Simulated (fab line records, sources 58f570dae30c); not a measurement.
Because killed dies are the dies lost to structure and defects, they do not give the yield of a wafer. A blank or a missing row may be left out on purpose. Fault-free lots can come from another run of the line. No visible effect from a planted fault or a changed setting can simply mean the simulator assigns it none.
2 desks looking at one fault || flow berkeley-cmos170 || each desk has only its own numbers; what lay behind them comes last

== FROM THE METROLOGY DESK ==
Means of the sampled wafers that have a number, per lot and without regard to the tool the lot ran on: this is what the gauges read. If a lot's mean is further than 4 standard deviations from the usual mean, the lot is out of limits and carries the mark OUT (the distance appears in the brackets).
Columns: A = M3_AL_RS at UCB170_M3_RS_MEAS_02, usual 0.0321 ohm/sq; B = M3_AL_THK at UCB170_M3_THK_MEAS_03, usual 904 nm
{"lot": "L289", "first seen here": "day 8 18:28", "A": 0.0319, "B": 917}
{"lot": "L290", "first seen here": "day 9 14:40", "A": 0.0322, "B": 905}
{"lot": "L292", "first seen here": "day 9 17:19", "A": 0.0319, "B": 910}
{"lot": "L295", "first seen here": "day 9 23:25", "A": 0.0319, "B": 911}
{"lot": "L294", "first seen here": "day 10 04:23", "A": 0.0325, "B": 893}
{"lot": "L293", "first seen here": "day 10 04:48", "A": 0.0321, "B": 904}
{"lot": "L299", "first seen here": "day 11 13:10", "A": 0.0326, "B": 887}
{"lot": "L301", "first seen here": "day 12 00:22", "A": 0.0326, "B": 894}
{"lot": "L302", "first seen here": "day 12 19:23", "A": "0.0397 (+22) OUT", "B": "775 (-13) OUT"}
{"lot": "L309", "first seen here": "day 14 04:34", "A": 0.0319, "B": 910}
{"lot": "L311", "first seen here": "day 14 14:02", "A": 0.0324, "B": 894}
{"lot": "L306", "first seen here": "day 14 15:20", "A": 0.0321, "B": 906}
{"lot": "L308", "first seen here": "day 14 16:07", "A": 0.0320, "B": 912}
This desk finds L302 out of limits, with the earliest case on L302 at day 12 19:23 (M3_AL_RS at UCB170_M3_RS_MEAS_02). L289, L290, L292, L295, L294, L293, L299, L301, L309, L311, L306, L308 stayed within limits.

== TOOL OWNER'S DESK, pvd-sputter-01 ==
The tool's own readings at UCB170_M3_SPUTTER_01 (material Al, target thk 900 nm, time 120 s): means of the sampled wafers that have a number, for each lot that ran on this tool. If a lot's mean is further than 4 standard deviations from the usual mean, the lot is out of limits and carries the mark OUT (the distance appears in the brackets).
Columns: A = cathode-dc-power-W at UCB170_M3_SPUTTER_01, usual 6000.1 W; B = throttle-valve-pct at UCB170_M3_SPUTTER_01, usual 30.3 %
{"lot": "L289", "first seen here": "day 8 18:23", "A": 6000.3, "B": 30.2}
{"lot": "L294", "first seen here": "day 10 04:18", "A": 6000.4, "B": 30.2}
{"lot": "L299", "first seen here": "day 11 13:05", "A": 5999.9, "B": 29.4}
{"lot": "L302", "first seen here": "day 12 19:19", "A": 6000.3, "B": 29.6}
This desk found nothing out of limits on any of the 4 lots.

== PUT TOGETHER ==
L302 would have let the metrology desk raise an alarm at day 12 19:23.
Nothing out of limits was seen by the tool owner's desk.
Tool owner's desk: L302 on record, inside its limits.
All the named lots went through UCB170_M3_SPUTTER_01 on pvd-sputter-01.

== WHAT THE SIMULATOR PUT IN ==
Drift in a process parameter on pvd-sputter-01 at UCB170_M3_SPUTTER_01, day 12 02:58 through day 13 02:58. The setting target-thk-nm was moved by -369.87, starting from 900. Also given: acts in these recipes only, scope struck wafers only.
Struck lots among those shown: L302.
Per desk, hours elapsed from the start of the fault to the first reading out of limits: for the metrology desk, 16.
